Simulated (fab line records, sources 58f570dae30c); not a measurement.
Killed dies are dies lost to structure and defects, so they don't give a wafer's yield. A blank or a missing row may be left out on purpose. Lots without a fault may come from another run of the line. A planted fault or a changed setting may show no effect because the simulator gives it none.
fab line records | flow berkeley_cmos170
record lots=5 wafers=15 last_day=13
route steps=331 shown FIELD@90 SACOX@97 SCREENOX@100 NVT@104 PVT@115 GATE@125
lots that met no fault: from a run of the same line without faults
start_h: hours from the record's first day to the start of the lot's first wafer shown | wait_h: hours since the lot's step before | " the same as in the row above | L1.1+2: a row that stands for several wafers | - no value, or no start given | * or withheld: withheld | < > ~ a bound
route shown NAME@n: a module of which the file shows steps, and the number in the route of the first | usual: mean/standard deviation of fault-free wafers | same: alike in all rows | chamber/n: place in a boat | sites: the reading at each site | _std_site: their standard deviation | _edge_site: outer sites' mean less inner sites' | radius_mm: how far each site lies from the wafer's centre | mask NAME#n: copy n | behind: the tool/chamber that last shaped the wafer | hold: why the lot was held/for how many hours/how that ended | device: the transistor (n, p or np) that didn't switch | end of line: the same wafers' tests at the end of the route | a step without rows: its recipe alone | killed: dies lost to structure and defects at the first sort, not the wafer's yield | map: a wafer's dies, x killed, . not, _ none there
set.NAME: the setting as run; set.NAME@STEP: as run at that earlier step | model.NAME: the simulator's own value behind a step, which no gauge read
lots at some steps of the route; a table a step, a row a wafer
services: from which hour (start_h, from the record's first day; less than 0 if before it) a tool's chamber was out of use, for how many hours, and why
## steps
# step UCB170_FIELD_OXIDATION_01
# recipe temp_c=1000 ambient=H2O p_h2o_torr=584.62 target_thk_a=5583 ox_time_s=7200
# usual zone_power_centre_pct=43/3.5
# columns lot.wafer tool chamber start_h wait_h zone_power_centre_pct
L076.2 furnace-04 0 110.08 4.7 48
L076.3 " 0 " " 47
L076.6 " 0 " " 48
L077.2 furnace-04 0 110.08 0.4 47
L077.5 " 0 " " 48
L077.6 " 0 " " 48
L087.2 furnace-04 0 166.28 7.5 48
L087.3 " 0 " " 48
L087.5 " 0 " " 47
L088.3 furnace-02 0 191.52 6.6 45
L088.4 " 0 " " 44
L088.5 " 0 " " 44
L093.2 furnace-01 0 204.12 2.0 40
L093.5 " 0 " " 40
L093.6 " 0 " " 40
# step UCB170_FIELD_THK_MEAS_02
# recipe reads=SiO2_of_FIELD_OXIDATION_01
# usual FIELD_OXIDE_THK=557/12
# columns lot.wafer tool chamber start_h wait_h FIELD_OXIDE_THK[nm]
L076.2 film_metro-04 - 113.12 0.0 558
L076.3 " - " " 565
L076.6 " - " " 565
L077.2 film_metro-03 - 113.12 0.0 544
L077.5 " - " " 546
L077.6 " - " " 549
L087.2 film_metro-03 - 169.29 0.0 562
L087.3 " - " " 563
L087.5 " - " " 566
L088.3 film_metro-03 - 194.54 0.0 559
L088.4 " - " " 553
L088.5 " - " " 562
L093.2 film_metro-04 - 207.19 0.1 554
L093.5 " - " " 549
L093.6 " - " " 550
# step UCB170_FIELD_ANNEAL_03
# recipe temp_c=1000 time_s=1200 ambient=N2
# usual zone_power_centre_pct=44/3.6
# same time_s=1200
# columns lot.wafer tool chamber start_h wait_h zone_power_centre_pct
L076.2 furnace-04 0 115.58 2.4 48
L076.3 " 0 " " 48
L076.6 " 0 " " 48
L077.2 furnace-04 0 115.58 2.4 47
L077.5 " 0 " " 47
L077.6 " 0 " " 48
L087.2 furnace-04 0 177.36 8.1 48
L087.3 " 0 " " 48
L087.5 " 0 " " 48
L088.3 furnace-01 0 196.08 1.5 40
L088.4 " 0 " " 40
L088.5 " 0 " " 40
L093.2 furnace-04 0 210.91 3.7 48
L093.5 " 0 " " 48
L093.6 " 0 " " 48
# step UCB170_FIELD_WET_ETCH_04
# recipe chemistry=dHF dilution=10:1 target=SiO2 temp_c=25 time_s=60
# same time_s=60
# columns lot.wafer tool chamber start_h wait_h
L076.2+3+6 wet_bench-03 2 116.91 0.0
L077.2+5+6 wet_bench-03 2 116.91 0.0
L087.2+3+5 wet_bench-03 2 178.70 0.0
L088.3+4+5 wet_bench-03 0 197.42 0.0
L093.2+5+6 wet_bench-03 3 212.25 0.0
# step UCB170_FIELD_WET_ETCH_05
# recipe chemistry=H3PO4 target=Si3N4 temp_c=160 time_s=12600
# same time_s=12600
# columns lot.wafer tool chamber start_h wait_h
L076.2+3+6 wet_bench-03 3 116.94 0.0
L077.2+5+6 wet_bench-03 3 116.94 0.0
L087.2+3+5 wet_bench-03 2 178.72 0.0
L088.3+4+5 wet_bench-03 0 197.45 0.0
L093.2+5+6 wet_bench-03 2 212.27 0.0
# step UCB170_FIELD_WET_ETCH_06
# recipe chemistry=BOE dilution=5:1 target=SiO2 temp_c=25 time_s=22
# same time_s=22
# columns lot.wafer tool chamber start_h wait_h
L076.2+3+6 wet_bench-03 1 120.45 0.0
L077.2+5+6 wet_bench-03 0 120.45 0.0
L087.2+3+5 wet_bench-02 0 182.23 0.0
L088.3+4+5 wet_bench-03 0 201.46 0.2
L093.2+5+6 wet_bench-03 2 216.29 0.2
# step UCB170_FIELD_THK_MEAS_90
# recipe reads=SiO2_of_FIELD_OXIDATION_01
# usual FIELD_OXIDE_LEFT_1_THK=441/12
# columns lot.wafer tool chamber start_h wait_h FIELD_OXIDE_LEFT_1_THK[nm]
L076.2 film_metro-01 - 120.48 0.0 442
L076.3 " - " " 448
L076.6 " - " " 449
L077.2 film_metro-03 - 120.48 0.0 428
L077.5 " - " " 431
L077.6 " - " " 435
L087.2 film_metro-04 - 182.25 0.0 445
L087.3 " - " " 446
L087.5 " - " " 450
L088.3 film_metro-01 - 201.50 0.0 442
L088.4 " - " " 435
L088.5 " - " " 446
L093.2 film_metro-04 - 216.38 0.1 439
L093.5 " - " " 434
L093.6 " - " " 434
# step UCB170_SACOX_CLEAN_00
# recipe chemistry=dHF dilution=25:1 time_s=7.5
# same time_s=7.5
# columns lot.wafer tool chamber start_h wait_h
L076.2+3+6 wet_bench-03 1 120.53 0.0
L077.2+5+6 wet_bench-03 0 120.53 0.0
L087.2+3+5 wet_bench-03 1 182.41 0.1
L088.3+4+5 wet_bench-03 2 201.68 0.2
L093.2+5+6 wet_bench-03 3 216.43 0.0
# step UCB170_SACOX_OXIDATION_01
# recipe temp_c=900 ambient=O2 target_thk_a=144 ox_time_s=2400
# usual zone_power_centre_pct=38/3.2
# columns lot.wafer tool chamber start_h wait_h zone_power_centre_pct
L076.2 furnace-01 0 127.97 7.4 35
L076.3 " 0 " " 35
L076.6 " 0 " " 35
L077.2 furnace-01 0 127.97 7.4 36
L077.5 " 0 " " 35
L077.6 " 0 " " 35
L087.2 furnace-04 0 187.31 4.9 42
L087.3 " 0 " " 42
L087.5 " 0 " " 41
L088.3 furnace-04 0 204.40 2.7 41
L088.4 " 0 " " 42
L088.5 " 0 " " 42
L093.2 furnace-01 0 219.55 3.1 35
L093.5 " 0 " " 35
L093.6 " 0 " " 35
# step UCB170_SACOX_THK_MEAS_02
# recipe reads=SiO2_of_SACOX_OXIDATION_01
# usual SACOX_OXIDE_THK=14.3/0.31
# columns lot.wafer tool chamber start_h wait_h SACOX_OXIDE_THK[nm]
L076.2 film_metro-01 - 129.64 0.0 14.4
L076.3 " - " " 14.5
L076.6 " - " " 14.8
L077.2 film_metro-02 - 129.64 0.0 14.6
L077.5 " - " " 14.6
L077.6 " - " " 14.8
L087.2 film_metro-01 - 188.99 0.0 13.9
L087.3 " - " " 14.1
L087.5 " - " " 14.0
L088.3 film_metro-03 - 206.08 0.0 14.0
L088.4 " - " " 14.2
L088.5 " - " " 14.3
L093.2 film_metro-02 - 221.23 0.0 14.6
L093.5 " - " " 14.8
L093.6 " - " " 14.8
# step UCB170_SCREENOX_WET_ETCH_00
# recipe chemistry=dHF dilution=25:1 target=SiO2 temp_c=25 time_s=200
# same time_s=200
# columns lot.wafer tool chamber start_h wait_h
L076.2+3+6 wet_bench-03 2 129.69 0.0
L077.2+5+6 wet_bench-03 3 129.69 0.0
L087.2+3+5 wet_bench-03 1 189.04 0.0
L088.3+4+5 wet_bench-03 0 206.23 0.1
L093.2+5+6 wet_bench-03 0 221.39 0.2
# step UCB170_SCREENOX_OXIDATION_01
# recipe temp_c=900 ambient=O2 target_thk_a=144 ox_time_s=2400
# usual zone_power_centre_pct=39.6/2.4
# columns lot.wafer tool chamber start_h wait_h zone_power_centre_pct
L076.2 furnace-01 0 135.32 5.5 35.5
L076.3 " 0 " " 35.3
L076.6 " 0 " " 35.2
L077.2 furnace-01 0 135.32 5.5 35.1
L077.5 " 0 " " 35.7
L077.6 " 0 " " 35.3
L087.2 furnace-04 0 194.31 5.2 42.3
L087.3 " 0 " " 42.0
L087.5 " 0 " " 42.0
L088.3 furnace-02 0 208.80 2.5 38.9
L088.4 " 0 " " 38.7
L088.5 " 0 " " 39.4
L093.2 furnace-02 0 225.00 3.5 38.5
L093.5 " 0 " " 38.9
L093.6 " 0 " " 38.8
# step UCB170_SCREENOX_THK_MEAS_02
# recipe reads=SiO2_of_SCREENOX_OXIDATION_01
# usual SCREENOX_OXIDE_THK=14.31/0.29
# columns lot.wafer tool chamber start_h wait_h SCREENOX_OXIDE_THK[nm]
L077.2 film_metro-04 - 136.99 0.0 14.11
L077.5 " - " " 13.83
L077.6 " - " " 14.07
L076.2 film_metro-03 - 137.02 0.0 14.00
L076.3 " - " " 14.22
L076.6 " - " " 14.11
L087.2 film_metro-03 - 195.99 0.0 14.04
L087.3 " - " " 14.07
L087.5 " - " " 13.98
L088.3 film_metro-03 - 210.49 0.0 14.31
L088.4 " - " " 14.43
L088.5 " - " " 14.31
L093.2 film_metro-03 - 226.74 0.1 14.25
L093.5 " - " " 14.52
L093.6 " - " " 14.10
# step UCB170_SCREENOX_ANNEAL_03
# recipe temp_c=900 time_s=900 ambient=N2
# usual zone_power_centre_pct=37.8/2.7
# same time_s=900
# columns lot.wafer tool chamber start_h wait_h zone_power_centre_pct
L076.2 furnace-01 0 139.58 2.6 34.9
L076.3 " 0 " " 35.4
L076.6 " 0 " " 35.4
L077.2 furnace-01 0 139.58 2.6 35.2
L077.5 " 0 " " 34.8
L077.6 " 0 " " 34.7
L087.2 furnace-01 0 198.77 2.8 35.1
L087.3 " 0 " " 35.5
L087.5 " 0 " " 35.7
L088.3 furnace-02 0 213.30 2.8 38.3
L088.4 " 0 " " 39.7
L088.5 " 0 " " 39.1
L093.2 furnace-02 0 231.52 4.8 39.0
L093.5 " 0 " " 39.3
L093.6 " 0 " " 38.5
# step UCB170_NVT_HMDS_00
# recipe prime_time_s=60 prime_temp_c=100
# same prime_time_s=60
# columns lot.wafer tool chamber start_h wait_h
L077.2+5+6 litho_track-04 0 141.10 0.3
L076.2+3+6 litho_track-02 0 141.28 0.4
L087.2+3+5 litho_track-04 0 200.49 0.5
L088.3+4+5 litho_track-04 0 214.60 0.1
L093.2+5+6 litho_track-01 0 232.90 0.1
# step UCB170_NVT_COAT_01
# recipe resist=KrF spin_rpm=1500 resist_thk_nm=900
# columns lot.wafer tool chamber start_h wait_h
L077.2+5+6 litho_track-04 0 141.25 0.1
L076.2+3+6 litho_track-02 0 141.43 0.1
L087.2+3+5 litho_track-04 0 200.64 0.1
L088.3+4+5 litho_track-04 0 214.75 0.1
L093.2+5+6 litho_track-01 0 233.05 0.1
# step UCB170_NVT_SOFTBAKE_02
# recipe resist=KrF temp_c=130 time_s=60
# same time_s=60
# columns lot.wafer tool chamber start_h wait_h
L077.2+5+6 litho_track-04 0 141.40 0.1
L076.2+3+6 litho_track-02 0 141.58 0.1
L087.2+3+5 litho_track-04 0 200.79 0.1
L088.3+4+5 litho_track-04 0 214.90 0.1
L093.2+5+6 litho_track-01 0 233.20 0.1
# step UCB170_NVT_EXPOSE_03
# recipe mask_id=PWELL target_cd_nm=3000 na=0.5 sigma_outer=0.6 source_shape=conventional dose_mj=30
# columns lot.wafer tool chamber start_h wait_h mask
L077.2+5+6 krf_scanner-02 0 141.75 0.3 PWELL#0
L076.2+3+6 krf_scanner-02 0 141.86 0.3 PWELL#0
L087.2+3+5 krf_scanner-02 0 201.00 0.2 PWELL#0
L088.3+4+5 krf_scanner-01 0 215.28 0.4 PWELL#0
L093.2+5+6 krf_scanner-01 0 233.48 0.2 PWELL#0
# step UCB170_NVT_PEB_04
# recipe peb_temp_c=130 peb_time_s=withheld resist=KrF
# columns lot.wafer tool chamber start_h wait_h
L077.2+5+6 litho_track-02 0 141.87 0.1
L076.2+3+6 litho_track-01 0 141.99 0.1
L087.2+3+5 litho_track-04 0 201.49 0.5
L088.3+4+5 litho_track-02 0 215.41 0.1
L093.2+5+6 litho_track-02 0 234.14 0.6
# step UCB170_NVT_DEVELOP_05
# recipe developer=TMAH develop_time_s=45 resist=KrF dev_temp_c=21
# columns lot.wafer tool chamber start_h wait_h
L077.2+5+6 litho_track-02 0 - -
L076.2+3+6 litho_track-01 0 - -
L087.2+3+5 litho_track-04 0 - -
L088.3+4+5 litho_track-02 0 - -
L093.2+5+6 litho_track-02 0 - -
# step UCB170_NVT_OVL_MEAS_06
# usual NVT_OVL=3/6.4
# columns lot.wafer tool chamber start_h wait_h NVT_OVL[nm]
L077.2 overlay-02 - 142.13 - 10
L077.5 " - " " 12
L077.6 " - " " 10
L076.2 overlay-01 - 142.24 - 6
L076.3 " - " " 5
L076.6 " - " " 2
L087.2 overlay-01 - 201.75 - 6
L087.3 " - " " 7
L087.5 " - " " 5
L088.3 overlay-02 - 215.65 - -2
L088.4 " - " " -2
L088.5 " - " " -1
L093.2 overlay-02 - 234.40 - 15
L093.5 " - " " 7
L093.6 " - " " 14
# step UCB170_NVT_IMPLANT_07
# recipe species=BF2 dose_cm2=3e+12 energy_kev=50 tilt_deg=7
# usual beam_on_s=10.02/0.2
# columns lot.wafer tool chamber start_h wait_h beam_on_s
L077.2 implanter-02 0 142.18 0.0 9.70
L077.5 " 0 " " 10.06
L077.6 " 0 " " 9.76
L076.2 implanter-01 0 142.30 0.0 9.87
L076.3 " 0 " " 9.89
L076.6 " 0 " " 9.78
L087.2 implanter-02 0 201.80 0.0 9.92
L087.3 " 0 " " 9.79
L087.5 " 0 " " 10.04
L088.3 implanter-01 0 215.72 0.1 10.06
L088.4 " 0 " " 9.54
L088.5 " 0 " " 10.08
L093.2 implanter-01 0 234.45 0.0 10.16
L093.5 " 0 " " 10.06
L093.6 " 0 " " 10.18
# step UCB170_NVT_STRIP_08
# recipe chemistry=O2 power_w=400 pressure_mtorr=3500 platen_temp_c=withheld o2_flow_sccm=400 overash_fraction=0.5
# usual drypump_motor_current_A=5.6/0.36 oes_product_au=0.735/0.004 strip_time_to_endpoint_s=21.61/0.072
# columns lot.wafer tool chamber start_h wait_h drypump_motor_current_A oes_product_au rf_hours_counter_h strip_time_to_endpoint_s
L077.2 plasma_asher-04 0 142.31 0.1 6.0 0.738 41 21.55
L077.5 " 1 " " 5.0 0.729 - 21.52
L077.6 " 0 " " 6.1 0.738 - 21.64
L076.2 plasma_asher-01 1 142.42 0.1 5.7 0.726 42 21.64
L076.3 " 1 " " 5.7 0.736 - 21.59
L076.6 " 0 " " 5.4 0.743 - 21.66
L087.2 plasma_asher-04 0 201.93 0.1 6.0 0.734 47 21.63
L087.3 " 0 " " 6.0 0.740 - 21.59
L087.5 " 1 " " 5.0 0.734 - 21.63
L088.3 plasma_asher-01 1 215.86 0.1 5.7 0.730 - 21.72
L088.4 " 0 " " 5.4 0.731 - 21.69
L088.5 " 0 " " 5.4 0.734 - 21.74
L093.2 plasma_asher-02 1 234.58 0.1 5.7 0.733 12 21.55
L093.5 " 1 " " 5.7 0.737 - 21.53
L093.6 " 0 " " 5.9 0.733 - 21.59
# step UCB170_NVT_TW_MEAS_09
# usual NVT_TW=524/3.3
# columns lot.wafer tool chamber start_h wait_h NVT_TW
L077.2 film_metro-02 - 142.42 0.1 525
L077.5 " - " " 528
L077.6 " - " " 529
L076.2 film_metro-04 - 142.53 0.1 522
L076.3 " - " " 521
L076.6 " - " " 520
L087.2 film_metro-01 - 202.07 0.1 526
L087.3 " - " " 525
L087.5 " - " " 525
L088.3 film_metro-02 - 215.94 0.1 526
L088.4 " - " " 527
L088.5 " - " " 526
L093.2 film_metro-01 - 234.69 0.1 525
L093.5 " - " " 524
L093.6 " - " " 524
# step UCB170_NVT_CLEAN_10
# recipe chemistry=SPM temp_c=120 time_s=600
# same time_s=600
# columns lot.wafer tool chamber start_h wait_h
L077.2+5+6 wet_bench-02 0 142.47 0.0
L076.2+3+6 wet_bench-01 2 142.58 0.0
L087.2+3+5 wet_bench-04 3 204.51 2.4
L088.3+4+5 wet_bench-04 1 216.03 0.1
L093.2+5+6 wet_bench-02 3 237.05 2.4
# step UCB170_PVT_HMDS_00
# recipe prime_time_s=60 prime_temp_c=100
# same prime_time_s=60
# columns lot.wafer tool chamber start_h wait_h
L077.2+5+6 litho_track-03 0 143.54 0.9
L076.2+3+6 litho_track-04 0 143.82 1.0
L087.2+3+5 litho_track-04 0 204.96 0.1
L088.3+4+5 litho_track-04 0 216.26 0.1
L093.2+5+6 litho_track-04 0 237.53 0.3
# step UCB170_PVT_COAT_01
# recipe resist=KrF spin_rpm=1500 resist_thk_nm=900
# columns lot.wafer tool chamber start_h wait_h
L077.2+5+6 litho_track-03 0 143.69 0.1
L076.2+3+6 litho_track-04 0 143.97 0.1
L087.2+3+5 litho_track-04 0 205.11 0.1
L088.3+4+5 litho_track-04 0 216.41 0.1
L093.2+5+6 litho_track-04 0 237.68 0.1
# step UCB170_PVT_SOFTBAKE_02
# recipe resist=KrF temp_c=130 time_s=60
# same time_s=60
# columns lot.wafer tool chamber start_h wait_h
L077.2+5+6 litho_track-03 0 143.84 0.1
L076.2+3+6 litho_track-04 0 144.12 0.1
L087.2+3+5 litho_track-04 0 205.26 0.1
L088.3+4+5 litho_track-04 0 216.56 0.1
L093.2+5+6 litho_track-04 0 237.83 0.1
# step UCB170_PVT_EXPOSE_03
# recipe mask_id=NWELL target_cd_nm=3000 na=0.5 sigma_outer=0.6 source_shape=conventional dose_mj=30
# columns lot.wafer tool chamber start_h wait_h mask
L077.2+5+6 krf_scanner-01 0 144.11 0.2 NWELL#0
L076.2+3+6 krf_scanner-02 0 144.39 0.2 NWELL#0
L087.2+3+5 krf_scanner-02 0 205.53 0.2 NWELL#0
L088.3+4+5 krf_scanner-02 0 216.94 0.4 NWELL#0
L093.2+5+6 krf_scanner-02 0 238.24 0.4 NWELL#0
# step UCB170_PVT_PEB_04
# recipe peb_temp_c=130 peb_time_s=withheld resist=KrF
# columns lot.wafer tool chamber start_h wait_h
L077.2+5+6 litho_track-04 0 144.82 0.7
L076.2+3+6 litho_track-02 0 144.95 0.5
L087.2+3+5 litho_track-03 0 205.89 0.3
L088.3+4+5 litho_track-04 0 217.07 0.1
L093.2+5+6 litho_track-03 0 238.80 0.5
# step UCB170_PVT_DEVELOP_05
# recipe developer=TMAH develop_time_s=45 resist=KrF dev_temp_c=21
# columns lot.wafer tool chamber start_h wait_h
L077.2+5+6 litho_track-04 0 - -
L076.2+3+6 litho_track-02 0 - -
L087.2+3+5 litho_track-03 0 - -
L088.3+4+5 litho_track-04 0 - -
L093.2+5+6 litho_track-03 0 - -
# step UCB170_PVT_OVL_MEAS_06
# usual PVT_OVL=3/4.6
# columns lot.wafer tool chamber start_h wait_h PVT_OVL[nm]
L077.2 overlay-01 - 145.07 - 4
L077.5 " - " " -4
L077.6 " - " " -1
L076.2 overlay-02 - 145.20 - 9
L076.3 " - " " 7
L076.6 " - " " 4
L087.2 overlay-02 - 206.15 - -1
L087.3 " - " " 3
L087.5 " - " " 7
L088.3 overlay-01 - 217.30 - 0
L088.4 " - " " 3
L088.5 " - " " 8
L093.2 overlay-01 - 239.05 - -4
L093.5 " - " " 4
L093.6 " - " " -3
# step UCB170_PVT_IMPLANT_07
# recipe species=P dose_cm2=2e+12 energy_kev=30 tilt_deg=7
# usual beam_on_s=9.99/0.21
# columns lot.wafer tool chamber start_h wait_h beam_on_s
L077.2 implanter-01 0 145.13 0.0 9.81
L077.5 " 0 " " 9.83
L077.6 " 0 " " 10.07
L076.2 implanter-03 0 145.26 0.0 9.97
L076.3 " 0 " " 9.95
L076.6 " 0 " " 10.14
L087.2 implanter-04 0 206.21 0.0 10.19
L087.3 " 0 " " 9.88
L087.5 " 0 " " 9.96
L088.3 implanter-03 0 217.38 0.1 9.96
L088.4 " 0 " " 9.74
L088.5 " 0 " " 9.86
L093.2 implanter-03 0 239.11 0.0 10.06
L093.5 " 0 " " 9.88
L093.6 " 0 " " 10.31
# step UCB170_PVT_STRIP_08
# recipe chemistry=O2 power_w=400 pressure_mtorr=3500 platen_temp_c=withheld o2_flow_sccm=400 overash_fraction=0.5
# usual drypump_motor_current_A=5.6/0.45 oes_product_au=0.734/0.004 strip_time_to_endpoint_s=21.61/0.063
# columns lot.wafer tool chamber start_h wait_h drypump_motor_current_A oes_product_au rf_hours_counter_h strip_time_to_endpoint_s
L077.2 plasma_asher-04 0 145.25 0.1 6.0 0.730 42 21.60
L077.5 " 0 " " 6.1 0.735 - 21.62
L077.6 " 1 " " 5.0 0.738 - 21.61
L076.2 plasma_asher-03 0 145.38 0.1 5.9 0.737 34 21.59
L076.3 " 0 " " 5.9 0.734 - 21.57
L076.6 " 0 " " 5.9 0.729 - 21.62
L087.2 plasma_asher-03 0 206.33 0.1 5.9 0.732 39 21.50
L087.3 " 0 " " 5.9 0.733 - 21.48
L087.5 " 0 " " 6.0 0.735 - 21.51
L088.3 plasma_asher-02 0 217.51 0.1 5.9 0.729 - 21.58
L088.4 " 1 " " 5.7 0.739 - 21.58
L088.5 " 1 " " 5.7 0.730 - 21.67
L093.2 plasma_asher-02 1 239.23 0.1 5.7 0.731 13 21.66
L093.5 " 0 " " 5.9 0.735 - 21.70
L093.6 " 1 " " 5.7 0.734 - 21.74
# step UCB170_PVT_TW_MEAS_09
# usual PVT_TW=508/3.4
# columns lot.wafer tool chamber start_h wait_h PVT_TW
L077.2 film_metro-01 - 145.36 0.1 508
L077.5 " - " " 509
L077.6 " - " " 507
L076.2 film_metro-04 - 145.49 0.1 505
L076.3 " - " " 507
L076.6 " - " " 507
L087.2 film_metro-01 - 206.44 0.1 507
L087.3 " - " " 506
L087.5 " - " " 508
L088.3 film_metro-01 - 217.60 0.1 508
L088.4 " - " " 507
L088.5 " - " " 508
L093.2 film_metro-04 - 239.34 0.1 503
L093.5 " - " " 504
L093.6 " - " " 504
# step UCB170_GATE_WET_ETCH_00
# recipe chemistry=dHF dilution=25:1 target=SiO2 temp_c=25 time_s=200
# same time_s=200
# columns lot.wafer tool chamber start_h wait_h
L077.2+5+6 wet_bench-03 2 145.50 0.1
L076.2+3+6 wet_bench-02 2 145.54 0.0
L087.2+3+5 wet_bench-03 0 206.49 0.0
L088.3+4+5 wet_bench-03 1 217.64 0.0
L093.2+5+6 wet_bench-01 1 239.64 0.3
## services
# columns tool chamber start_h hours kind
krf_scanner-02 - 98.29 0.8 pm
krf_scanner-01 - 102.84 2.9 repair
furnace-01 - 103.30 2.8 pm
plasma_asher-02 - 108.75 9.0 pm
furnace-02 - 120.52 3.8 pm
wet_bench-03 - 130.22 5.9 repair
krf_scanner-02 - 137.13 4.4 pm
furnace-02 - 140.80 3.9 pm
krf_scanner-01 - 141.60 1.3 pm
krf_scanner-01 - 146.53 4.0 pm
implanter-01 - 148.28 3.9 pm
furnace-04 - 150.71 3.9 pm
krf_scanner-01 - 157.26 8.2 repair
krf_scanner-01 - 165.42 3.6 pm
krf_scanner-01 - 169.31 1.0 pm
krf_scanner-02 - 171.47 12.7 repair
krf_scanner-01 - 196.81 5.2 repair
krf_scanner-02 - 202.01 1.3 pm
krf_scanner-01 - 207.79 0.8 pm
krf_scanner-01 - 227.61 1.2 repair
implanter-04 - 231.74 2.5 repair
wet_bench-04 - 231.84 21.5 pm
plasma_asher-03 - 237.37 17.2 repair
implanter-01 - 237.76 8.3 repair
## key
fault none
